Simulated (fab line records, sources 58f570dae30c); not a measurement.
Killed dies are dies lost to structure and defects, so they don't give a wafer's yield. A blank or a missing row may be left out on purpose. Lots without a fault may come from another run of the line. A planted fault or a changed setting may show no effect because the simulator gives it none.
Chamber matching | flow berkeley_cmos170 | UCB170_V1_ETCH_14 on rie_diel-01: 4 sister chambers
The step etches SiO2 in CHF3/CF4/Ar, stops on Al, target depth 1250 nm, time 291 s. 16 wafers are shown with their chamber, then 8 later ones without.

WAFERS WITH THEIR CHAMBER
wafer  | chamber | drypump_motor_current_A (A) | throttle_valve_pct (%) | oes_product_au (a.u.)
L561.2 | 1       | 5.49                        | 7.11                   | 0.854
L561.3 | 3       | 5.69                        | 6.93                   | 0.876
L561.5 | 3       | 5.71                        | 6.94                   | 0.884
L563.1 | 3       | 5.67                        | 6.93                   | 0.884
L563.2 | 1       | 5.50                        | 7.11                   | 0.864
L563.4 | 1       | 5.50                        | 7.12                   | 0.859
L565.1 | 2       | 6.06                        | 7.01                   | 0.865
L565.2 | 1       | 5.49                        | 7.11                   | 0.861
L565.5 | 3       | 5.73                        | 6.95                   | 0.887
L566.1 | 2       | 6.04                        | 7.00                   | 0.870
L566.2 | 3       | 5.69                        | 6.94                   | 0.880
L566.6 | 2       | 6.08                        | 7.00                   | 0.869
L567.2 | 0       | 5.85                        | 6.81                   | 0.872
L567.3 | 3       | 5.72                        | 6.93                   | 0.885
L567.6 | 0       | 5.85                        | 6.81                   | 0.865
L569.2 | 0       | 5.85                        | 6.78                   | 0.866

SIGNATURES (means of the wafers above)
reading                 | chamber 0 | chamber 1 | chamber 2 | chamber 3 | scatter within a chamber
drypump_motor_current_A | 5.8500    | 5.4950    | 6.0600    | 5.7017    | 0.0168
throttle_valve_pct      | 6.8000    | 7.1125    | 7.0033    | 6.9367    | 0.00946
oes_product_au          | 0.86767   | 0.85950   | 0.86800   | 0.88267   | 0.00382
Rule: a wafer's distance from a chamber is the root of the sum, over the readings, of the square of ((its reading less the chamber's mean) divided by the reading's scatter). The wafer belongs to the nearest chamber; if the next one is less than 2 further off, it can't be placed. The scatter: the root of (the sum of the squares of (reading less its chamber's mean) over the shown wafers, divided by (wafers less chambers)).

WAFERS WITHOUT THEIR CHAMBER
wafer  | drypump_motor_current_A (A) | throttle_valve_pct (%) | oes_product_au (a.u.)
L569.4 | 6.06                        | 7.03                   | 0.876
L569.5 | 5.49                        | 7.12                   | 0.864
L570.1 | 6.07                        | 7.00                   | 0.875
L570.4 | 5.84                        | 6.81                   | 0.865
L570.5 | 5.84                        | 6.80                   | 0.876
L583.2 | 5.87                        | 6.81                   | 0.862
L583.4 | 5.48                        | 7.12                   | 0.888
L583.6 | 5.49                        | 7.11                   | 0.880

WHICH CHAMBER EACH WENT THROUGH
wafer  | from the rows above | in truth
L569.4 | 2                   | 2
L569.5 | 1                   | 1
L570.1 | 2                   | 2
L570.4 | 0                   | 0
L570.5 | 0                   | 0
L583.2 | 0                   | 0
L583.4 | 1                   | 1
L583.6 | 1                   | 1
Placed correctly: 8 of 8. Can't be placed from these rows: 0. Placed wrongly: 0.
